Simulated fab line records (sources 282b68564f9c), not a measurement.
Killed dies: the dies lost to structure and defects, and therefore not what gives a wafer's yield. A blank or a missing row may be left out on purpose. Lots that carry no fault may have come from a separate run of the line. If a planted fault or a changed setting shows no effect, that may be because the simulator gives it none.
A struck lot beside a sound one -- flow rit cmos -- 15 steps out of a route of 202
Sound: wafers L756.1, L756.2, L756.4. Struck: wafer L774.3 (L774.1, L774.4, from the same lot, were not struck and are left out); the cause is given at the end.
Per side, at each step with rows, come the tool, then ch with its chambers, and then its first start. Under that, the readings that differ: sound wafers -- struck wafers -- difference of the means -- sigmas: that difference in standard deviations of wafers without a fault.
alike: words and numbers the same on both sides, and readings whose means are apart by under 2 such deviations; not compared: readings that were withheld, readings missing a value for some wafer, numbers with overlapping values and no deviation given by the record, and bounds like >300 which may hide the same value.
A row with sigmas, a row that says differs or no value, or rows on one side alone: a step with any of these is where the two part. Numbers that don't overlap but have no deviation are shown without sigmas and don't part them. A reading missing from all wafers of one side parts the sides only when that side holds two or more wafers.

RIT_M1_SPUTTER_00: material Al, target thk 400 nm, time 500 s.
  struck on pvd sputter-04, day 7 04:38; sound on pvd sputter-02, day 3 06:52
  alike: throttle valve pct
RIT_M1_RS_MEAS_01: the measuring method here is four-point-probe.
  struck on film metro-01, day 7 04:56; sound on film metro-04, day 3 07:10
  alike: M1_AL_RS
RIT_M1_THK_MEAS_02: measures by xrf.
  struck on film metro-01, day 7 05:04; sound on film metro-04, day 3 07:17
  alike: M1_AL_THK
then, 6 steps without rows for these wafers: RIT_M1_HMDS_03 (prime time 60 s); RIT_M1_COAT_04 (resist thk 1286 nm); RIT_M1_SOFTBAKE_05 (time 60 s); RIT_M1_EXPOSE_06 (exposes mask M12, target cd 2600 nm); RIT_M1_PEB_07; RIT_M1_DEVELOP_08 (develop time 68 s).
RIT_M1_CD_MEAS_09 targets a cd of 2600 nm.
  struck on cd sem-02, day 7 06:19; sound on cd sem-02, day 3 08:13
  alike: cd nm
RIT_M1_OVL_MEAS_10:
  struck on overlay-01, day 7 06:26; sound on overlay-02, day 3 08:20
  alike: M1_OVL
then, 1 step without rows for these wafers: RIT_M1_HARDBAKE_11 (time 120 s).
RIT_M1_METAL_ETCH_12: etches Al in Cl2/BCl3, stops on SiO2, time 165 s, target depth 600 nm.
  sound on rie metal-04 ch 0,1, day 3 08:38; struck on rie metal-04 ch 0, day 7 06:44
reading,sound,struck,difference,sigmas
model.NOVOLAK_of_M1_COAT_04.thk nm (nm),797.2 798.4 798.1,738,-60,
  alike: drypump motor current A, he backside leak sccm, oes product au, throttle valve pct
  not compared: rf hours counter h
then, 1 step without rows for these wafers: RIT_M1_STRIP_13 (strips in nmp, time 600 s).
RIT_M1_PROBE_99:
  struck on prober-01, day 7 09:17; sound on prober-01, day 3 10:54
reading,sound,struck,difference,sigmas
killed open,7 6 4,0,-6,-3
model.etest.antenna m1.vt shift v (V),-0.01158 -0.01402 -0.01019,-0.01491,-0.00298,
  alike: defect limited yield, killed at contacts, killed at front end, killed dies, killed short, sort_bin_3_pad_short, sort_bin_5_function, sort_bin_6_memory, sort n pass, sort yield pct

WHERE THEY PART
At RIT_M1_PROBE_99 and nowhere else, as far as this record goes.

WHY: whatever the simulator had introduced
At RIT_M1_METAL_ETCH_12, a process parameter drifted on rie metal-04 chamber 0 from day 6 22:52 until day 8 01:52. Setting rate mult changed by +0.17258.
